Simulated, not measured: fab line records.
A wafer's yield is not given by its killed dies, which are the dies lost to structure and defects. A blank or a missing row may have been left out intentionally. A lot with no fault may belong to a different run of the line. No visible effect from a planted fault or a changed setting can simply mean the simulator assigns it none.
The tool behind it: which one? | flow berkeley_cmos170 | Sampling: 7 lots, 21 wafers, 2 of 331 route steps

== WHAT THE GAUGES SHOWED, per wafer ==
UCB170_GATE_THK_MEAS_02.
lot  | measured    | on            | GATE_OXIDE_THK (nm)
L717 | day 7 18:07 | film_metro-02 | 6.49 6.60 6.54
L719 | day 7 18:13 | film_metro-03 | 6.72 6.51 6.52
L721 | day 8 06:22 | film_metro-01 | 6.37 6.63 6.36
L723 | day 8 17:12 | film_metro-03 | 6.57 6.59 6.72
L726 | day 9 04:34 | film_metro-01 | 6.57 6.46 6.58
L728 | day 9 09:35 | film_metro-03 | 6.85 6.85 6.78
L730 | day 9 22:43 | film_metro-01 | 4.82 4.84 4.79

== WHICH TOOL RAN EACH LOT (tool, then ch and the chambers of the sampled wafers, then the start) ==
lot  | UCB170_GATE_OXIDATION_01
L717 | furnace-02 ch 0, day 7 16:37
L719 | furnace-02 ch 0, day 7 16:37
L721 | furnace-01 ch 0, day 8 04:52
L723 | furnace-01 ch 0, day 8 15:41
L726 | furnace-01 ch 0, day 9 03:04
L728 | furnace-02 ch 0, day 9 08:05
L730 | furnace-02 ch 0, day 9 21:13
- UCB170_GATE_OXIDATION_01: target thk 6.6 nm, ox time 1800 s.

== THE ANSWER, worked out from the rows above alone ==
Rule: usual is defined by the lots themselves. Put in order of their means at a reading, lots are off if they are a third of the lots or fewer, leave a main group of 4 or more, and stand apart from it by a gap of 3 or more times the standard deviation of the main group's means; of several such gaps the widest counts. If all means in a main group match to the digits the tables above print for the reading, that group is not used. Also off: a lot with no number at a reading for which 4 or more lots have one. All remaining lots with rows at the step are treated as sound.
Off: L730, seen at UCB170_GATE_THK_MEAS_02 (GATE_OXIDE_THK). The main group: mean 6.59 nm, standard deviation 0.12.
A tool fits if, at a process step before that reading, it ran every lot that is off, and no sound lot after the first of them. Gauges at UCB170_GATE_THK_MEAS_02: tried the same way as those tools. This does not decide it: 2 tools fit, namely furnace-02 at UCB170_GATE_OXIDATION_01 and film_metro-01 at UCB170_GATE_THK_MEAS_02.

== WHAT THE SIMULATOR HAD PUT IN ==
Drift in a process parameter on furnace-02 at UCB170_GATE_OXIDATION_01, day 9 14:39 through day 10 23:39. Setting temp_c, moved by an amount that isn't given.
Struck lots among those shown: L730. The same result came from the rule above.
